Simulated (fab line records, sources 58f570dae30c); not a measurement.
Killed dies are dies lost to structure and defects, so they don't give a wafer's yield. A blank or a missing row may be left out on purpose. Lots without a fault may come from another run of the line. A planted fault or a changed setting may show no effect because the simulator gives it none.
fab line records | flow berkeley_cmos170
record lots=14 wafers=42 last_day=12
route steps=331 shown NSD@196 CONTACT@222 M1@250 V1@257
lots that met no fault: from a run of the same line without faults
start_h: hours from the record's first day to the start of the lot's first wafer shown | wait_h: hours since the lot's step before | " the same as in the row above | L1.1+2: a row that stands for several wafers | - no value, or no start given | * or withheld: withheld | < > ~ a bound
route shown NAME@n: a module of which the file shows steps, and the number in the route of the first | usual: mean/standard deviation of fault-free wafers | same: alike in all rows | chamber/n: place in a boat | sites: the reading at each site | _std_site: their standard deviation | _edge_site: outer sites' mean less inner sites' | radius_mm: how far each site lies from the wafer's centre | mask NAME#n: copy n | behind: the tool/chamber that last shaped the wafer | hold: why the lot was held/for how many hours/how that ended | device: the transistor (n, p or np) that didn't switch | end of line: the same wafers' tests at the end of the route | a step without rows: its recipe alone | killed: dies lost to structure and defects at the first sort, not the wafer's yield | map: a wafer's dies, x killed, . not, _ none there
set.NAME: the setting as run; set.NAME@STEP: as run at that earlier step | model.NAME: the simulator's own value behind a step, which no gauge read
steps of the route over a sample of lots; a table a step, a row a wafer
services: from which hour (start_h, from the record's first day; less than 0 if before it) a tool's chamber was out of use, for how many hours, and why
## steps
# step UCB170_NSD_STRIP_09
# recipe chemistry=O2 power_w=400 pressure_mtorr=3500 platen_temp_c=withheld o2_flow_sccm=400 overash_fraction=0.5
# usual drypump_motor_current_A=5.5/0.34 oes_product_au=0.534/0.0041 strip_time_to_endpoint_s=35.83/0.064
# columns lot.wafer tool chamber start_h wait_h drypump_motor_current_A oes_product_au rf_hours_counter_h strip_time_to_endpoint_s
L490.2 plasma_asher-02 0 143.89 0.1 5.8 0.534 44 35.86
L490.4 " 0 " " 5.8 0.534 - 35.85
L490.6 " 0 " " 5.8 0.526 - 35.88
L489.3 plasma_asher-04 0 144.13 0.1 5.9 0.530 - 35.90
L489.4 " 1 " " 5.0 0.533 - 35.83
L489.5 " 0 " " 5.9 0.529 - 35.80
L494.1 plasma_asher-04 0 158.02 0.1 5.9 0.533 46 35.79
L494.3 " 0 " " 5.9 0.543 - 35.76
L494.6 " 1 " " 5.0 0.542 - 35.76
L492.3 plasma_asher-03 1 158.30 0.1 5.5 0.530 - 35.78
L492.5 " 0 " " 5.6 0.524 - 35.82
L492.6 " 1 " " 5.6 0.541 - 35.89
L495.3 plasma_asher-04 1 171.37 0.1 5.0 0.538 - 35.96
L495.4 " 0 " " 5.9 0.531 - 35.97
L495.6 " 1 " " 5.0 0.530 - 35.91
L497.1 plasma_asher-03 1 173.19 0.1 5.6 0.529 39 35.83
L497.4 " 1 " " 5.6 0.534 - 35.81
L497.5 " 0 " " 5.6 0.546 - 35.77
L498.1 plasma_asher-04 1 182.05 0.1 5.0 0.531 49 35.85
L498.4 " 0 " " 5.9 0.533 - 35.88
L498.6 " 0 " " 5.9 0.530 - 35.76
L500.2 plasma_asher-04 1 186.68 0.1 5.0 0.533 49 35.87
L500.4 " 1 " " 5.0 0.541 - 35.83
L500.5 " 1 " " 5.0 0.538 - 35.93
L504.1 plasma_asher-04 1 214.63 0.1 5.0 0.534 53 35.83
L504.2 " 0 " " 5.9 0.534 53 35.85
L504.6 " 0 " " 5.9 0.531 - 35.82
L505.1 plasma_asher-04 1 215.41 0.1 5.0 0.539 53 35.82
L505.4 " 1 " " 5.0 0.532 - 35.83
L505.5 " 1 " " 5.0 0.535 - 35.75
L508.1 plasma_asher-02 1 227.13 0.1 5.4 0.525 53 35.66
L508.2 " 0 " " 5.8 0.538 53 35.74
L508.6 " 1 " " 5.3 0.532 - 35.71
L509.1 plasma_asher-04 1 242.73 0.1 5.0 0.536 56 35.82
L509.2 " 0 " " 5.9 0.535 56 35.85
L509.5 " 0 " " 5.9 0.534 - 35.95
L510.3 plasma_asher-02 1 251.00 0.1 5.3 0.535 - 35.69
L510.4 " 0 " " 5.8 0.534 - 35.81
L510.6 " 1 " " 5.4 0.537 - 35.73
L512.1 plasma_asher-03 0 251.57 0.1 5.6 0.538 47 35.80
L512.2 " 1 " " 5.5 0.539 47 35.86
L512.4 " 1 " " 5.6 0.529 - 35.80
# step UCB170_CONTACT_STRIP_06
# recipe chemistry=O2 power_w=400 pressure_mtorr=3500 platen_temp_c=withheld o2_flow_sccm=400 overash_fraction=0.5
# usual drypump_motor_current_A=5.7/0.42 oes_product_au=0.735/0.0043 strip_time_to_endpoint_s=21.97/0.064
# columns lot.wafer tool chamber start_h wait_h drypump_motor_current_A oes_product_au rf_hours_counter_h strip_time_to_endpoint_s
L490.2 plasma_asher-01 0 150.96 0.1 5.9 0.738 3 22.08
L490.4 " 0 " " 5.9 0.736 - 22.05
L490.6 " 1 " " 6.5 0.735 - 22.05
L489.3 plasma_asher-04 1 151.04 0.1 5.0 0.734 - 22.01
L489.4 " 0 " " 5.9 0.737 - 22.02
L489.5 " 0 " " 5.9 0.737 - 21.97
L494.1 plasma_asher-01 1 163.39 0.1 6.5 0.734 5 21.94
L494.3 " 1 " " 6.4 0.738 - 21.98
L494.6 " 1 " " 6.4 0.747 - 21.99
L492.3 plasma_asher-04 1 165.50 0.1 5.0 0.735 - 21.99
L492.5 " 1 " " 5.0 0.738 - 21.97
L492.6 " 0 " " 5.9 0.738 - 22.02
L495.3 plasma_asher-01 0 177.10 0.1 5.9 0.744 - 22.07
L495.4 " 1 " " 6.5 0.734 - 21.96
L495.6 " 0 " " 5.9 0.734 - 22.06
L497.1 plasma_asher-03 0 179.67 0.1 5.6 0.734 40 21.91
L497.4 " 1 " " 5.5 0.739 - 21.95
L497.5 " 1 " " 5.6 0.732 - 21.91
L498.1 plasma_asher-03 0 188.82 0.1 5.6 0.736 41 21.93
L498.4 " 1 " " 5.5 0.738 - 21.98
L498.6 " 0 " " 5.6 0.740 - 22.07
L500.2 plasma_asher-04 0 194.05 0.1 5.9 0.731 50 21.97
L500.4 " 1 " " 5.0 0.737 - 21.97
L500.5 " 1 " " 5.0 0.739 - 21.94
L504.1 plasma_asher-04 0 219.17 0.1 5.9 0.737 53 21.98
L504.2 " 1 " " 5.0 0.734 53 21.91
L504.6 " 0 " " 5.9 0.734 - 21.97
L505.1 plasma_asher-01 0 220.94 0.1 5.9 0.740 12 21.98
L505.4 " 1 " " 6.4 0.739 - 22.03
L505.5 " 1 " " 6.5 0.739 - 22.04
L508.1 plasma_asher-01 1 232.18 0.1 6.5 0.733 13 21.97
L508.2 " 0 " " 5.9 0.738 13 22.01
L508.6 " 1 " " 6.5 0.741 - 22.06
L509.1 plasma_asher-03 0 247.27 0.1 5.6 0.731 47 21.94
L509.2 " 1 " " 5.6 0.735 47 21.82
L509.5 " 1 " " 5.6 0.734 - 21.79
L510.3 plasma_asher-04 0 257.51 0.1 6.0 0.732 - 22.09
L510.4 " 1 " " 5.0 0.730 - 22.09
L510.6 " 0 " " 5.9 0.729 - 22.08
L512.1 plasma_asher-01 1 259.05 0.2 6.4 0.738 16 22.01
L512.2 " 0 " " 5.9 0.738 16 22.01
L512.4 " 1 " " 6.5 0.727 - 22.11
# step UCB170_M1_METAL_ETCH_12
# recipe chemistry=Cl2/BCl3 target=Al stop_on=PSG pressure_mtorr=12 target_depth_a=7800 over_etch_frac=0.3 time_s=130 icp_w=600 bias_w=120 Cl2_flow_sccm=90 bcl3_flow_sccm=45
# usual drypump_motor_current_A=5.7/0.42 oes_product_au=0.853/0.017 run_length_s=158.2/0.51 throttle_valve_pct=24.38/0.13
# columns lot.wafer tool chamber start_h wait_h drypump_motor_current_A oes_product_au rf_hours_counter_h run_length_s throttle_valve_pct
L490.2 rie_metal-03 0 154.74 - 6.0 0.827 1 158.7 24.34
L490.4 " 0 " " 6.0 0.826 - 158.5 24.35
L490.6 " 0 " " 6.1 0.823 - 158.7 24.35
L489.3 rie_metal-02 1 155.02 - 5.2 0.865 - 157.7 24.65
L489.4 " 0 " " 5.3 0.852 - 157.5 24.31
L489.5 " 1 " " 5.2 0.860 - 157.8 24.67
L494.1 rie_metal-01 1 168.70 - 5.9 0.869 9 158.4 24.21
L494.3 " 1 " " 5.9 0.869 - 158.4 24.23
L494.6 " 0 " " 5.4 0.841 - 158.0 24.38
L492.3 rie_metal-02 1 171.53 - 5.2 0.846 - 157.8 24.65
L492.5 " 0 " " 5.3 0.835 - 157.4 24.32
L492.6 " 1 " " 5.2 0.843 - 157.8 24.68
L495.3 rie_metal-03 1 181.25 - 6.3 0.864 - 158.6 24.33
L495.4 " 0 " " 6.1 0.835 - 158.6 24.36
L495.6 " 0 " " 6.1 0.834 - 158.7 24.35
L497.1 rie_metal-03 1 183.15 - 6.3 0.872 4 158.2 24.34
L497.4 " 0 " " 6.0 0.827 - 158.6 24.35
L497.5 " 1 " " 6.3 0.870 - 158.5 24.35
L498.1 rie_metal-02 1 194.38 - 5.2 0.856 1 158.4 24.66
L498.4 " 0 " " 5.3 0.844 - 157.5 24.32
L498.6 " 0 " " 5.2 0.844 - 157.5 24.33
L500.2 rie_metal-02 0 198.61 - 5.3 0.843 8 157.4 24.32
L500.4 " 0 " " 5.3 0.847 - 157.5 24.33
L500.5 " 0 " " 5.3 0.843 - 157.7 24.33
L504.1 rie_metal-03 1 222.82 - 6.3 0.865 5 158.2 24.34
L504.2 " 0 " " 6.1 0.967 3 133.5 24.28
L504.6 " 0 " " 6.1 0.971 - 133.2 24.28
L505.1 rie_metal-03 1 224.65 - 6.3 0.867 6 158.2 24.35
L505.4 " 0 " " 6.1 0.967 - 134.0 24.28
L505.5 " 1 " " 6.3 0.871 - 158.3 24.34
L508.1 rie_metal-01 1 236.45 - 5.9 0.873 11 158.3 24.22
L508.2 " 0 " " 5.4 0.843 8 158.5 24.39
L508.6 " 0 " " 5.4 0.850 - 158.3 24.39
L509.1 rie_metal-02 1 251.64 - 5.2 0.851 2 157.9 24.66
L509.2 " 0 " " 5.3 0.845 9 157.3 24.33
L509.5 " 0 " " 5.3 0.843 - 157.5 24.33
L510.3 rie_metal-01 1 261.10 - 5.9 0.873 - 158.0 24.21
L510.4 " 0 " " 5.4 0.853 - 157.9 24.38
L510.6 " 1 " " 5.9 0.871 - 158.1 24.22
L512.1 rie_metal-01 0 263.03 - 5.4 0.846 9 158.2 24.37
L512.2 " 1 " " 5.8 0.881 12 158.0 24.22
L512.4 " 1 " " 5.8 0.880 - 158.0 24.21
# step UCB170_M1_CD_MEAS_90
# recipe target_cd_nm=700
# usual cd_nm=699.5/2.5
# columns lot.wafer tool chamber start_h wait_h cd_nm
L490.2 cd_sem-02 - 154.99 0.1 699.0
L490.4 " - " " 699.4
L490.6 " - " " 698.8
L489.3 cd_sem-02 - 155.25 0.1 701.5
L489.4 " - " " 697.3
L489.5 " - " " 702.7
L494.1 cd_sem-02 - 169.01 0.1 699.3
L494.3 " - " " 703.0
L494.6 " - " " 699.1
L492.3 cd_sem-01 - 171.76 0.1 698.7
L492.5 " - " " 697.1
L492.6 " - " " 699.4
L495.3 cd_sem-02 - 181.48 0.1 698.8
L495.4 " - " " 699.3
L495.6 " - " " 698.5
L497.1 cd_sem-01 - 183.39 0.1 697.7
L497.4 " - " " 696.6
L497.5 " - " " 696.5
L498.1 cd_sem-02 - 194.61 0.1 700.5
L498.4 " - " " 698.5
L498.6 " - " " 699.7
L500.2 cd_sem-02 - 198.86 0.1 701.0
L500.4 " - " " 699.9
L500.5 " - " " 702.0
L504.1 cd_sem-01 - 223.06 0.1 696.9
L504.2 " - " " 708.1
L504.6 " - " " 705.5
L505.1 cd_sem-02 - 224.89 0.1 699.5
L505.4 " - " " 704.4
L505.5 " - " " 698.6
L508.1 cd_sem-01 - 236.69 0.1 701.0
L508.2 " - " " 700.0
L508.6 " - " " 698.2
L509.1 cd_sem-01 - 251.93 0.1 703.3
L509.2 " - " " 701.2
L509.5 " - " " 701.6
L510.3 cd_sem-02 - 261.33 0.1 700.1
L510.4 " - " " 699.6
L510.6 " - " " 701.0
L512.1 cd_sem-02 - 263.29 0.1 694.6
L512.2 " - " " 697.3
L512.4 " - " " 695.4
# step UCB170_V1_BOW_MEAS_03
# recipe mode=bow
# usual V1_BOW=18/6.9
# columns lot.wafer tool chamber start_h wait_h V1_BOW[um]
L490.2 film_metro-03 - 158.11 0.2 19
L490.4 " - " " 19
L490.6 " - " " 29
L489.3 film_metro-01 - 158.26 0.2 26
L489.4 " - " " 13
L489.5 " - " " 32
L494.1 film_metro-01 - 171.64 0.2 23
L494.3 " - " " 23
L494.6 " - " " 8
L492.3 film_metro-01 - 175.34 0.2 13
L492.5 " - " " 17
L492.6 " - " " 12
L495.3 film_metro-01 - 184.68 0.2 18
L495.4 " - " " 10
L495.6 " - " " 12
L497.1 film_metro-02 - 186.22 0.2 19
L497.4 " - " " 16
L497.5 " - " " 16
L498.1 film_metro-02 - 196.67 0.2 15
L498.4 " - " " 23
L498.6 " - " " 23
L500.2 film_metro-02 - 202.30 0.2 21
L500.4 " - " " 21
L500.5 " - " " 21
L504.1 film_metro-01 - 229.37 0.1 3
L504.2 " - " " 23
L504.6 " - " " 23
L505.1 film_metro-02 - 229.37 0.2 29
L505.4 " - " " 8
L505.5 " - " " 22
L508.1 film_metro-03 - 240.98 0.2 22
L508.2 " - " " 24
L508.6 " - " " 27
L509.1 film_metro-02 - 256.62 0.2 20
L509.2 " - " " 19
L509.5 " - " " 25
L510.3 film_metro-02 - 266.93 0.2 22
L510.4 " - " " 11
L510.6 " - " " 26
L512.1 film_metro-03 - 267.19 0.2 11
L512.2 " - " " 9
L512.4 " - " " 8
## services
# columns tool chamber start_h hours kind
rie_metal-02 1 123.39 - clean
rie_metal-02 1 123.39 27.5 scheduled_down
rie_metal-02 1 123.39 27.5 vent_cycle
plasma_asher-04 - 176.20 0.8 repair
plasma_asher-02 - 197.61 2.8 pm
rie_metal-02 - 207.76 28.1 pm
plasma_asher-03 - 213.39 2.5 repair
plasma_asher-03 - 213.41 3.6 repair
plasma_asher-03 - 214.37 3.7 repair
plasma_asher-04 - 231.42 2.1 repair
## key
first_sign step=UCB170_M1_METAL_ETCH_12 reading=run_length_s direction=down sigmas=48 usual=* struck=*
effect step=UCB170_M1_METAL_ETCH_12 reading=oes_product_au direction=up sigmas=6.7 usual=0.853 struck=0.968
effect step=UCB170_M1_CD_MEAS_90 reading=cd_nm direction=up sigmas=2.6 usual=699.5 struck=706.0
met_at UCB170_M1_METAL_ETCH_12
struck_lots L504,L505
struck_wafers L504.2,L504.6,L505.4
sort_left_out L504.2,L504.6,L505.4
not_acting_at UCB170_NSD_STRIP_09,UCB170_CONTACT_STRIP_06,UCB170_V1_BOW_MEAS_03
onset_between 183.15 222.82
fault kind=process_parameter_drift tool=rie_metal-03 chamber=0 onset_h=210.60 steps=UCB170_M1_METAL_ETCH_12 channel=time_s offset=* shape=step end_h=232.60 acts_in=* stated=*
# sort_left_out: the simulated sort isn't trusted on such a fault, so these wafers' sort isn't shown, and their yield isn't known
